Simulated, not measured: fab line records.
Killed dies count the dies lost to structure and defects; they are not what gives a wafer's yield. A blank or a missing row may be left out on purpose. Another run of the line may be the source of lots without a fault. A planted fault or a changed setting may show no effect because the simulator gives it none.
Which tool is to blame? || flow berkeleyCmos170 || 42 wafers from 14 lots sampled at 2 of the route's 331 steps

WHAT EACH GAUGE READ, for each wafer
UCB170_CONTACT_CD_MEAS_90: target cd 700 nm.
{"lot": "L676", "measured": "day 8 02:19", "on": "cdSem-02", "cdNm (nm)": "700.7 700.4 698.8"}
{"lot": "L678", "measured": "day 8 10:54", "on": "cdSem-02", "cdNm (nm)": "699.0 698.8 700.7"}
{"lot": "L677", "measured": "day 8 11:49", "on": "cdSem-01", "cdNm (nm)": "699.9 700.1 700.1"}
{"lot": "L680", "measured": "day 9 02:20", "on": "cdSem-01", "cdNm (nm)": "699.6 698.7 699.0"}
{"lot": "L681", "measured": "day 9 02:55", "on": "cdSem-02", "cdNm (nm)": "700.0 699.2 699.3"}
{"lot": "L682", "measured": "day 9 09:47", "on": "cdSem-02", "cdNm (nm)": "699.8 698.7 697.8"}
{"lot": "L686", "measured": "day 10 14:08", "on": "cdSem-01", "cdNm (nm)": "700.3 700.7 699.7"}
{"lot": "L690", "measured": "day 11 00:17", "on": "cdSem-01", "cdNm (nm)": "701.0 702.2 701.9"}
{"lot": "L689", "measured": "day 11 13:44", "on": "cdSem-02", "cdNm (nm)": "705.0 703.1 703.8"}
{"lot": "L691", "measured": "day 11 15:24", "on": "cdSem-02", "cdNm (nm)": "698.8 698.8 698.8"}
{"lot": "L692", "measured": "day 11 15:55", "on": "cdSem-01", "cdNm (nm)": "705.7 705.1 703.3"}
{"lot": "L694", "measured": "day 11 22:55", "on": "cdSem-02", "cdNm (nm)": "699.7 702.5 701.5"}
{"lot": "L698", "measured": "day 12 04:10", "on": "cdSem-02", "cdNm (nm)": "700.2 702.5 701.1"}
{"lot": "L696", "measured": "day 12 08:59", "on": "cdSem-01", "cdNm (nm)": "701.3 700.8 700.4"}

EACH LOT AND THE TOOL THAT RAN IT (in order: tool; ch and the chambers of the sampled wafers; start)
{"lot": "L676", "UCB170_CONTACT_ETCH_18": "rieDiel-02 ch 0,1,2, day 8 02:00"}
{"lot": "L678", "UCB170_CONTACT_ETCH_18": "rieDiel-01 ch 0,2, day 8 10:00"}
{"lot": "L677", "UCB170_CONTACT_ETCH_18": "rieDiel-02 ch 0,2, day 8 11:00"}
{"lot": "L680", "UCB170_CONTACT_ETCH_18": "rieDiel-04 ch 1,2,3, day 9 02:00"}
{"lot": "L681", "UCB170_CONTACT_ETCH_18": "rieDiel-01 ch 0,1,3, day 9 02:00"}
{"lot": "L682", "UCB170_CONTACT_ETCH_18": "rieDiel-02 ch 0,1,3, day 9 09:00"}
{"lot": "L686", "UCB170_CONTACT_ETCH_18": "rieDiel-01 ch 0,3, day 10 13:00"}
{"lot": "L690", "UCB170_CONTACT_ETCH_18": "rieDiel-01 ch 2,3, day 11 00:00"}
{"lot": "L689", "UCB170_CONTACT_ETCH_18": "rieDiel-01 ch 0,3, day 11 13:00"}
{"lot": "L691", "UCB170_CONTACT_ETCH_18": "rieDiel-02 ch 0,3, day 11 15:00"}
{"lot": "L692", "UCB170_CONTACT_ETCH_18": "rieDiel-01 ch 0,1,3, day 11 15:00"}
{"lot": "L694", "UCB170_CONTACT_ETCH_18": "rieDiel-04 ch 0,1,2, day 11 22:00"}
{"lot": "L698", "UCB170_CONTACT_ETCH_18": "rieDiel-04 ch 2,3, day 12 03:00"}
{"lot": "L696", "UCB170_CONTACT_ETCH_18": "rieDiel-04 ch 0,1,2, day 12 08:00"}
- UCB170_CONTACT_ETCH_18: etches PSG in CHF3/CF4/Ar, stops on TiSi2, target depth 840 nm, time 195 s.

WHAT THE TOOLS THEMSELVES READ (means of the sampled wafers that have a number; where no wafer has one, the mark that the record gives instead)
UCB170_CONTACT_ETCH_18.
{"lot": "L676", "tool": "rieDiel-02", "drypumpMotorCurrentA (A)": 6.1, "oesProductAu (a.u.)": 0.903, "runLengthS (s)": 223.1, "throttleValvePct (%)": 6.86}
{"lot": "L678", "tool": "rieDiel-01", "drypumpMotorCurrentA (A)": 6.0, "oesProductAu (a.u.)": 0.894, "runLengthS (s)": 222.9, "throttleValvePct (%)": 7.05}
{"lot": "L677", "tool": "rieDiel-02", "drypumpMotorCurrentA (A)": 6.1, "oesProductAu (a.u.)": 0.899, "runLengthS (s)": 223.7, "throttleValvePct (%)": 6.92}
{"lot": "L680", "tool": "rieDiel-04", "drypumpMotorCurrentA (A)": 5.5, "oesProductAu (a.u.)": 0.906, "runLengthS (s)": 222.9, "throttleValvePct (%)": 6.96}
{"lot": "L681", "tool": "rieDiel-01", "drypumpMotorCurrentA (A)": 5.9, "oesProductAu (a.u.)": 0.895, "runLengthS (s)": 223.1, "throttleValvePct (%)": 6.98}
{"lot": "L682", "tool": "rieDiel-02", "drypumpMotorCurrentA (A)": 5.9, "oesProductAu (a.u.)": 0.900, "runLengthS (s)": 223.4, "throttleValvePct (%)": 6.83}
{"lot": "L686", "tool": "rieDiel-01", "drypumpMotorCurrentA (A)": 6.4, "oesProductAu (a.u.)": 0.896, "runLengthS (s)": 223.0, "throttleValvePct (%)": 6.98}
{"lot": "L690", "tool": "rieDiel-01", "drypumpMotorCurrentA (A)": 5.9, "oesProductAu (a.u.)": 0.888, "runLengthS (s)": 222.9, "throttleValvePct (%)": 6.93}
{"lot": "L689", "tool": "rieDiel-01", "drypumpMotorCurrentA (A)": 6.4, "oesProductAu (a.u.)": 0.668, "runLengthS (s)": 378.8, "throttleValvePct (%)": 6.98}
{"lot": "L691", "tool": "rieDiel-02", "drypumpMotorCurrentA (A)": 5.9, "oesProductAu (a.u.)": 0.894, "runLengthS (s)": 223.5, "throttleValvePct (%)": 6.91}
{"lot": "L692", "tool": "rieDiel-01", "drypumpMotorCurrentA (A)": 5.9, "oesProductAu (a.u.)": 0.661, "runLengthS (s)": 378.9, "throttleValvePct (%)": 6.99}
{"lot": "L694", "tool": "rieDiel-04", "drypumpMotorCurrentA (A)": 5.4, "oesProductAu (a.u.)": 0.903, "runLengthS (s)": 223.0, "throttleValvePct (%)": 6.91}
{"lot": "L698", "tool": "rieDiel-04", "drypumpMotorCurrentA (A)": 5.6, "oesProductAu (a.u.)": 0.898, "runLengthS (s)": 222.6, "throttleValvePct (%)": 6.98}
{"lot": "L696", "tool": "rieDiel-04", "drypumpMotorCurrentA (A)": 5.4, "oesProductAu (a.u.)": 0.888, "runLengthS (s)": 222.9, "throttleValvePct (%)": 6.90}

THE ANSWER, worked out from the rows above alone
Rule: what is usual is taken from the lots themselves. The widest of any qualifying gaps counts: lots, ordered by their means at a reading, are off when they make up no more than a third of the lots, leave a main group of 4 or more, and stand apart from it by 3 or more times the standard deviation of that group's means. The tables above print the reading to a certain number of digits; a main group whose means all agree to those digits is not used. A lot without any number at a reading at which 4 lots or more have one is off too. All remaining lots with rows at the step are treated as sound. First the gauges in route order, then the tools' own readings, where a lot's mean is used as printed above. The first step at which some lot is off is used, and at that step the reading that is off furthest; a lot without a number counts as furthest.
Off at UCB170_CONTACT_ETCH_18 (runLengthS): L689, L692. The main group has a mean of 223.1 s with a standard deviation of 0.29.
If a tool, at that step or one of the process steps before it, ran each lot that is off and ran no sound lot following the first of them, it fits. One fits: rieDiel-01 at UCB170_CONTACT_ETCH_18. Its last sound lot is L690 (day 11 00:00), its first lot that is off L689 (day 11 13:00): a fault that began between those two fits.
The tool's own readings at UCB170_CONTACT_ETCH_18 bear it out: on the lots that are off they differ by more than 5 times the standard deviation of the sound lots' means. oesProductAu reads 0.665 a.u. there against 0.897 a.u. on the sound lots; runLengthS reads 378.9 s there against 223.1 s on the sound lots.

WHAT THE SIMULATOR HAD PUT IN
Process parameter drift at UCB170_CONTACT_ETCH_18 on rieDiel-01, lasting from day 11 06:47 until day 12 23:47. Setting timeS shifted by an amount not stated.
Shown lots that were struck: L689, L692. This agrees with what the rule above found.
